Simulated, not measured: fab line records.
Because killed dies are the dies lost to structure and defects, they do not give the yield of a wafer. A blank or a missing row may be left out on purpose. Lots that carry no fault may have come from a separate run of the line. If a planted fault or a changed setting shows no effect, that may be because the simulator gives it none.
Problem report, 8D (eight disciplines) form, completed by code -- flow rit-cmos -- the parts of the form that need people (team, actions taken, sign-off) are left out

== 1. THE ISSUE ==
developer-temp-C at RIT_NLDD_DEVELOP_05 reads a mean of 22.11 C on 6 wafers of 2 lots; wafers without a fault read 22.99 C with a standard deviation of 0.1. Relative to the usual mean, that is a shift of -8.8 standard deviations.
The step: develop time 50 s.
First observed at day 4 08:00: wafer L908.1, on litho-track-02. Wafers with a number at this step in the record: 42, from 14 lots. By rule, "out" or "out of limits" means more than 4 standard deviations away from the usual mean. All remaining wafers that have a number are taken as sound.

== 2. WHAT IT IS; WHAT IT IS NOT ==
question,is,is not
which readings at this step,developer-temp-C,-
which lots,"L908, L912","L902, L903, L905, L906, L907, L913, L914, L919, L922, L923, L924, L925"
which wafers of those lots,all that have a number,-
read on which tools,litho-track-02,"litho-track-01, litho-track-03"
when,from day 4 08:00,"up to then (15 sound wafers); but 21 sound wafers of L913, L914, L919, L922, L923, L924, L925 came after"

== 3. THE SUSPECTS, EACH WITH WHAT RULES IT OUT ==
Counting: any tool at a process step up to the reading is kept as a suspect provided that every lot that is out went through it and no sound lot did after the first of them.
- litho-track-02 at RIT_NLDD_DEVELOP_05 (develop time 50 s): kept. It processed each lot that is out, first L908 at day 4 08:00, and no sound lot thereafter; up to then, the last sound lot it processed was L905 at day 3 19:00. Its own developer-temp-C readings are out on those wafers.
After counting, what remains is litho-track-02 at RIT_NLDD_DEVELOP_05.

== 4. THE CAUSE (what the simulator had put in) ==
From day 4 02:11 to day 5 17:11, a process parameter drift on litho-track-02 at RIT_NLDD_DEVELOP_05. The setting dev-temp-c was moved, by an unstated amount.
Counting left only this tool.

== 5. SEQUENCE OF EFFECTS, ordered by route ==
Rows list readings where the struck wafers' mean (over those with a number) sits beyond 3 standard deviations from the usual. Readings are gone through only where the record gives a usual standard deviation; hours: the median, over the lots, of the time from a lot's start at the first step in this table giving one to that lot's start at this step; sigmas: the change measured in usual standard deviations.
hours,step,reading,usual,on struck wafers,change,sigmas
0,RIT_NLDD_DEVELOP_05,developer-temp-C,22.99 C,22.11,-0.88,-8.8
It contains these process steps:
- RIT_NLDD_DEVELOP_05: develop time 50 s.

== 6. HOW IT WOULD HAVE BEEN CAUGHT EARLIER ==
The fault began at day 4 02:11; the first out-of-limits reading in this record came at day 4 08:00, 6 hours later.
